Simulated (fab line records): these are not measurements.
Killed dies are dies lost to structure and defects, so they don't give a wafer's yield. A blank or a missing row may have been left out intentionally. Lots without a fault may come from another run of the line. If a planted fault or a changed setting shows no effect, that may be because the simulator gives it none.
A struck lot beside a sound one ; flow rit_cmos ; 14 steps out of a route of 202
Sound: wafers L870.1, L870.3, L870.6. Wafers L872.2, L872.3, L872.5 were the ones struck. The cause is named last.
Per side, at each step with rows, come the tool, then ch with its chambers, and then its first start. Under that, the readings that differ: sound wafers ; struck wafers ; difference of the means ; sigmas: that difference in standard deviations of wafers without a fault.
alike: words and numbers the same on both sides, and readings whose means are apart by under 2 such deviations; not compared: readings that were withheld, readings missing a value for some wafer, numbers with overlapping values and no deviation given by the record, and bounds like >300 which may hide the same value.
The two part at a step that has a row with sigmas, a row that says differs or no value, or rows on one side only. Non-overlapping numbers with no deviation appear without sigmas and do not part them. A reading missing from all wafers of one side parts the sides only when that side holds two or more wafers.

RIT_SILICIDE_RS_MEAS_02: a four-point-probe measurement.
  sound on film_metro-01, day 3 17:28; struck on film_metro-01, day 4 04:12
  alike: SILICIDE_TI_RS
RIT_SILICIDE_THK_MEAS_03: measures by xrf.
  sound on film_metro-01, day 3 17:35; struck on film_metro-01, day 4 04:19
  alike: SILICIDE_TI_THK
RIT_SILICIDE_RTA_04: time 10 s, ramp up 5 s, ramp down 5 s.
  sound on rtp_anneal-02 ch 0, day 3 17:39; struck on rtp_anneal-02 ch 0, day 4 04:22
  alike: wafer_temp_C_max
then, 1 step without rows for these wafers: RIT_SILICIDE_WET_ETCH_05 (etches Ti in SPM, time 120 s).
RIT_SILICIDE_RTA_06: time 10 s, ramp up 5 s, ramp down 10 s.
  sound on rtp_anneal-01 ch 0, day 3 17:48; struck on rtp_anneal-01 ch 0, day 4 04:28
  alike: wafer_temp_C_max
RIT_CONTACT_CVD_00: deposits SiO2 from TEOS, target thk 400 nm, time 61 s.
  sound on pecvd-02 ch 0,1,2, day 3 17:52; struck on pecvd-01 ch 0,1, day 4 04:32
  alike: heater_power_w
RIT_CONTACT_THK_MEAS_01:
  sound on film_metro-04, day 3 17:55; struck on film_metro-02, day 4 04:35
  alike: CONTACT_TEOS_THK
then, 5 steps without rows for these wafers: RIT_CONTACT_HMDS_02 (prime time 60 s); RIT_CONTACT_COAT_03 (resist thk 1000 nm); RIT_CONTACT_SOFTBAKE_04 (time 60 s); RIT_CONTACT_EXPOSE_05 (exposes mask M11, target cd 1000 nm); RIT_CONTACT_PEB_06.
RIT_CONTACT_DEVELOP_07: develop time 125.5 s.
  sound on litho_track-03 ch 0, day 3 18:00; struck on litho_track-03, day 4 05:00
  no value came back on the struck wafers for chill_plate_temp_C (C), develop_time_s (s); on the sound wafers chill_plate_temp_C (C) reads 23.20 22.97 23.05
RIT_CONTACT_CD_MEAS_08: target cd 1000 nm.
  sound on cd_sem-02, day 3 19:04; struck on cd_sem-02, day 4 05:42
reading;sound;struck;difference;sigmas
cd_nm (nm);1000.4 1002.3 999.8;- - -;no value on the struck wafers;

WHERE THEY PART
At RIT_CONTACT_DEVELOP_07 first; at RIT_CONTACT_CD_MEAS_08 last (within this record only).

WHY: what the simulator had put in
Beginning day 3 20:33, the whole step at RIT_CONTACT_DEVELOP_07 was skipped on litho_track-03. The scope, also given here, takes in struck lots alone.
